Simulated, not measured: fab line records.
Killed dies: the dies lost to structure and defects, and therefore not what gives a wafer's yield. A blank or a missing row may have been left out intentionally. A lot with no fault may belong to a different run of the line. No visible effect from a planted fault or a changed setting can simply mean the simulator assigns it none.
Check of tool commonality || flow berkeleyCmos170 || 42 wafers sampled across 14 lots

== THE REASON FOR OPENING IT ==
At UCB170_NLDD_CD_MEAS_06 the reading cdNm is flagged on 2 of 14 lots. Fault-free wafers read 1199.7 nm, with a standard deviation of 1.1.
Rule: flag the lot when none of its wafers has a number, or when each of its wafers that has one lies beyond 4 standard deviations from that mean. The other lots count as sound.

{"lot": "L735", "measured": "day 5 13:17", "on": "cdSem-02", "cdNm (nm), wafer by wafer": "1200.9 1198.2 1200.5", "flag": ""}
{"lot": "L737", "measured": "day 6 17:19", "on": "cdSem-01", "cdNm (nm), wafer by wafer": "1200.0 1199.3 1199.1", "flag": ""}
{"lot": "L738", "measured": "day 7 00:40", "on": "cdSem-02", "cdNm (nm), wafer by wafer": "1199.1 1198.5 1198.9", "flag": ""}
{"lot": "L739", "measured": "day 7 00:45", "on": "cdSem-01", "cdNm (nm), wafer by wafer": "1199.5 1201.9 1200.0", "flag": ""}
{"lot": "L741", "measured": "day 7 09:11", "on": "cdSem-01", "cdNm (nm), wafer by wafer": "1199.4 1199.7 1199.3", "flag": ""}
{"lot": "L744", "measured": "day 7 22:06", "on": "cdSem-02", "cdNm (nm), wafer by wafer": "1201.7 1202.2 1200.3", "flag": ""}
{"lot": "L745", "measured": "day 8 05:56", "on": "cdSem-02", "cdNm (nm), wafer by wafer": "1199.3 1199.5 1198.5", "flag": ""}
{"lot": "L746", "measured": "day 8 22:04", "on": "cdSem-02", "cdNm (nm), wafer by wafer": "1197.8 1198.4 1198.2", "flag": ""}
{"lot": "L747", "measured": "day 9 08:44", "on": "cdSem-01", "cdNm (nm), wafer by wafer": "1197.8 1199.1 1198.8", "flag": ""}
{"lot": "L752", "measured": "day 9 23:07", "on": "cdSem-01", "cdNm (nm), wafer by wafer": "1192.0 1191.8 1191.0", "flag": "FLAGGED"}
{"lot": "L753", "measured": "day 10 06:16", "on": "cdSem-01", "cdNm (nm), wafer by wafer": "1194.0 1194.0 1194.0", "flag": "FLAGGED"}
{"lot": "L754", "measured": "day 10 06:41", "on": "cdSem-01", "cdNm (nm), wafer by wafer": "1200.0 1198.1 1200.2", "flag": ""}
{"lot": "L755", "measured": "day 10 17:30", "on": "cdSem-02", "cdNm (nm), wafer by wafer": "1197.6 1199.7 1199.7", "flag": ""}
{"lot": "L756", "measured": "day 10 18:37", "on": "cdSem-02", "cdNm (nm), wafer by wafer": "1201.2 1200.9 1200.1", "flag": ""}
On average the flagged lots' numbers are 1192.8 nm, which is -6.9 nm against the usual, or -6 standard deviations.

== LOT BY LOT: THE TOOL USED ==
The record holds 1 process step before the reading, out of a route of 331 steps. In each cell: the tool, then ch and the chambers that the sampled wafers went through, then the start.
{"lot": "L735", "flag": "", "UCB170_NLDD_COAT_01": "lithoTrack-03 ch 0, day 5 12:23"}
{"lot": "L737", "flag": "", "UCB170_NLDD_COAT_01": "lithoTrack-03 ch 0, day 6 16:37"}
{"lot": "L738", "flag": "", "UCB170_NLDD_COAT_01": "lithoTrack-03 ch 0, day 6 22:46"}
{"lot": "L739", "flag": "", "UCB170_NLDD_COAT_01": "lithoTrack-03 ch 0, day 6 23:13"}
{"lot": "L741", "flag": "", "UCB170_NLDD_COAT_01": "lithoTrack-01 ch 0, day 7 08:22"}
{"lot": "L744", "flag": "", "UCB170_NLDD_COAT_01": "lithoTrack-03 ch 0, day 7 21:15"}
{"lot": "L745", "flag": "", "UCB170_NLDD_COAT_01": "lithoTrack-01 ch 0, day 8 05:08"}
{"lot": "L746", "flag": "", "UCB170_NLDD_COAT_01": "lithoTrack-04 ch 0, day 8 21:15"}
{"lot": "L747", "flag": "", "UCB170_NLDD_COAT_01": "lithoTrack-04 ch 0, day 9 07:52"}
{"lot": "L752", "flag": "FLAGGED", "UCB170_NLDD_COAT_01": "lithoTrack-04 ch 0, day 9 22:01"}
{"lot": "L753", "flag": "FLAGGED", "UCB170_NLDD_COAT_01": "lithoTrack-04 ch 0, day 10 05:35"}
{"lot": "L754", "flag": "", "UCB170_NLDD_COAT_01": "lithoTrack-01 ch 0, day 10 05:52"}
{"lot": "L755", "flag": "", "UCB170_NLDD_COAT_01": "lithoTrack-03 ch 0, day 10 15:49"}
{"lot": "L756", "flag": "", "UCB170_NLDD_COAT_01": "lithoTrack-03 ch 0, day 10 16:41"}
What the steps here do:
- UCB170_NLDD_COAT_01: resist thk 900 nm.
- UCB170_NLDD_CD_MEAS_06: target cd 1200 nm.

== FLAGGED OVER TOTAL, TOOL BY TOOL (the gauges that took the reading come last) ==
{"step": "UCB170_NLDD_COAT_01", "tool": "lithoTrack-01", "lots run": 3, "flagged": 0, "share of the flagged lots": "none", "sound lots run after its first flagged lot": "-"}
{"step": "UCB170_NLDD_COAT_01", "tool": "lithoTrack-03", "lots run": 7, "flagged": 0, "share of the flagged lots": "none", "sound lots run after its first flagged lot": "-"}
{"step": "UCB170_NLDD_COAT_01", "tool": "lithoTrack-04", "lots run": 4, "flagged": 2, "share of the flagged lots": "all", "sound lots run after its first flagged lot": 0}
{"step": "UCB170_NLDD_CD_MEAS_06", "tool": "cdSem-01", "lots run": 7, "flagged": 2, "share of the flagged lots": "all", "sound lots run after its first flagged lot": "1 (L754)"}
{"step": "UCB170_NLDD_CD_MEAS_06", "tool": "cdSem-02", "lots run": 7, "flagged": 0, "share of the flagged lots": "none", "sound lots run after its first flagged lot": "-"}

== WHAT THE TABLE PERMITS ==
Rows of the table that ran all the flagged lots, 2 in number: lithoTrack-04 at UCB170_NLDD_COAT_01; cdSem-01 at UCB170_NLDD_CD_MEAS_06.
- lithoTrack-04 at UCB170_NLDD_COAT_01 ran 4 lots, 2 of them flagged. Last sound lot L747 at day 9 07:52, first flagged lot L752 at day 9 22:01; a fault beginning in between fits.
- cdSem-01 at UCB170_NLDD_CD_MEAS_06 ran 7 lots, 2 of them flagged. Sound lots followed the first flagged one (L754) on it, something a lasting fault affecting the whole tool could not allow.
One tool is left: lithoTrack-04 at UCB170_NLDD_COAT_01.

== WHAT THE SIMULATOR HAD INSERTED ==
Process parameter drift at UCB170_NLDD_COAT_01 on lithoTrack-04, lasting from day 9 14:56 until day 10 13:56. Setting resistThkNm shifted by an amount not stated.
Lots struck among those shown: L752, L753. The rule above reached the same finding.
